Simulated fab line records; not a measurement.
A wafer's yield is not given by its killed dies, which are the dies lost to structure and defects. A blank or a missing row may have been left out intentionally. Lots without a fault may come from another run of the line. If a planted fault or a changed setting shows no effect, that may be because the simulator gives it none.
Which tool was responsible? -- flow rit-cmos -- Sampling: 6 lots, 18 wafers, 2 of 202 route steps

## WHAT THE GAUGES READ, wafer by wafer
RIT_M1_RS_MEAS_01: measurement is done with a four-point probe.
lot,measured,on,M1_AL_RS (ohm/sq)
L561,day 3 20:34,film-metro-01,0.0740 0.0745 0.0742
L564,day 4 10:31,film-metro-01,0.0737 0.0748 0.0749
L567,day 5 02:05,film-metro-01,0.0737 0.0741 0.0729
L573,day 6 07:44,film-metro-04,0.0523 0.0747 0.0524
L578,day 7 08:01,film-metro-03,0.0749 0.0737 0.0750
L581,day 7 22:37,film-metro-04,0.0739 0.0740 0.0728

## WHAT TOOL EACH LOT RAN ON (gives the tool, then ch and the chambers of the sampled wafers, and finally the start)
lot,RIT_M1_SPUTTER_00
L561,"pvd-sputter-01, day 3 20:15"
L564,"pvd-sputter-04, day 4 10:14"
L567,"pvd-sputter-01, day 5 01:46"
L573,"pvd-sputter-01, day 6 07:27"
L578,"pvd-sputter-04, day 7 07:42"
L581,"pvd-sputter-03, day 7 22:16"
- RIT_M1_SPUTTER_00: material Al, target thk 400 nm, time 500 s.

## THE ANSWER, worked out from the rows above alone
Rule: the usual values come from the lots themselves. The widest of any qualifying gaps counts: lots, ordered by their means at a reading, are off when they make up no more than a third of the lots, leave a main group of 4 or more, and stand apart from it by 3 or more times the standard deviation of that group's means. The tables above print the reading to a certain number of digits; a main group whose means all agree to those digits is not used. A lot without any number at a reading at which 4 lots or more have one is off too. Any other lot the step has rows for is counted as sound.
Off: L573, seen at RIT_M1_RS_MEAS_01 (M1_AL_RS). The main group has a mean of 0.0741 ohm/sq with a standard deviation of 0.00043.
A tool fits if, at a process step before that reading, it ran every lot that is off, and no sound lot after the first of them. The gauges at RIT_M1_RS_MEAS_01 are tried like those tools. One fits: RIT_M1_SPUTTER_00 on pvd-sputter-01. A fault onset in the window from L567 (day 5 01:46, its last sound lot) to L573 (day 6 07:27, its first lot off) fits.

## WHAT THE SIMULATOR HAD PUT IN
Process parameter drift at RIT_M1_SPUTTER_00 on pvd-sputter-01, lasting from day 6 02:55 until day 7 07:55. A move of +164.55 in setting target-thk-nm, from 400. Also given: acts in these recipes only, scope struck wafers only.
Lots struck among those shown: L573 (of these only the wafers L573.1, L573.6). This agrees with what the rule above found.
